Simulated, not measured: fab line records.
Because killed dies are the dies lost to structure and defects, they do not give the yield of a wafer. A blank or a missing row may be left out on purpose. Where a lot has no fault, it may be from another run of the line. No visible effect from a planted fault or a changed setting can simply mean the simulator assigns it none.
A struck lot beside a sound one ; flow rit_cmos ; 14 out of 202 route steps
Sound: the wafers L326.1, L326.2, L326.6. Struck: wafers L331.1, L331.2, L331.5. Last of all comes the cause.
For every step that has rows: the tool of each side, followed by ch and its chambers, followed by its first start. Under that, the readings that differ: sound wafers ; struck wafers ; difference of the means ; sigmas: that difference in standard deviations of wafers without a fault.
alike: readings with means less than 2 such deviations apart, plus words and numbers identical on both sides. not compared: withheld readings, readings lacking a value on some wafer, bounds such as >300 that could conceal the same value, and numbers that have no deviation in the record and whose values overlap.
A row with sigmas, a row that says differs or no value, or rows on one side alone: a step with any of these is where the two part. When numbers do not overlap yet have no deviation, they are printed without sigmas and do not part them. A reading missing from all wafers of one side parts the sides only when that side holds two or more wafers.

first, 3 steps without rows for these wafers: RIT_SDANNEAL_CLEAN_00 (cleans in SC1, time 600 s); RIT_SDANNEAL_CLEAN_01 (cleans in dHF, time 30 s); RIT_SDANNEAL_CLEAN_02 (cleans in SC2, time 612.6 s).
RIT_SDANNEAL_RTA_03: time 5 s.
  sound on rtp_anneal-01 ch 0, day 4 03:27; struck on rtp_anneal-02 ch 0, day 5 03:38
  alike: anneal_temp_c_max, chamber_o2_ppm, wafer_temp_C_max
RIT_SDANNEAL_RS_MEAS_04: measurement is done with a four-point probe.
  sound on film_metro-02 at day 4 03:31; struck on film_metro-02 at day 5 03:41
  alike: PSD_RS
RIT_SDANNEAL_RS_MEAS_05: measurement is done with a four-point probe.
  sound on film_metro-02 at day 4 03:38; struck on film_metro-02 at day 5 03:49
  alike: NSD_RS
RIT_SDANNEAL_RS_MEAS_06: measurement is done with a four-point probe.
  sound on film_metro-02 at day 4 03:45; struck on film_metro-02 at day 5 03:56
  alike: PLDD_RS
RIT_SDANNEAL_RS_MEAS_07: measurement is done with a four-point probe.
  sound on film_metro-02 at day 4 03:52; struck on film_metro-02 at day 5 04:03
  alike: NLDD_RS
then, 1 step without rows for these wafers: RIT_SILICIDE_WET_ETCH_00 (etches SiO2 in BOE, target depth 14 nm, time 15 s).
RIT_SILICIDE_SPUTTER_01: material Ti, target thk 30 nm, time 240 s.
  sound on pvd_sputter-01 at day 4 04:00; struck on pvd_sputter-03 at day 5 04:11
  alike: cathode_dc_power_W, substrate_temp_c, throttle_valve_pct
RIT_SILICIDE_RS_MEAS_02: measurement is done with a four-point probe.
  sound on film_metro-03 at day 4 04:09; struck on film_metro-04 at day 5 04:20
  alike: SILICIDE_TI_RS
RIT_SILICIDE_THK_MEAS_03: measures by xrf.
  sound on film_metro-03 at day 4 04:16; struck on film_metro-04 at day 5 04:28
  alike: SILICIDE_TI_THK
RIT_SILICIDE_RTA_04: time 10 s, ramp up 5 s, ramp down 5 s.
  struck on rtp_anneal-01, day 5 04:31; sound on rtp_anneal-02 ch 0, day 4 04:20
  no value came back on the struck wafers for anneal_temp_c_max, chamber_o2_ppm, wafer_temp_C_max; on the sound wafers anneal_temp_c_max reads 653.6 653.3 652.5
then, 1 step without rows for these wafers: RIT_SILICIDE_WET_ETCH_05 (etches Ti in SPM, time 120 s).

== WHERE THEY PART ==
Within this record, at RIT_SILICIDE_RTA_04 only.

WHY: what the simulator had put in
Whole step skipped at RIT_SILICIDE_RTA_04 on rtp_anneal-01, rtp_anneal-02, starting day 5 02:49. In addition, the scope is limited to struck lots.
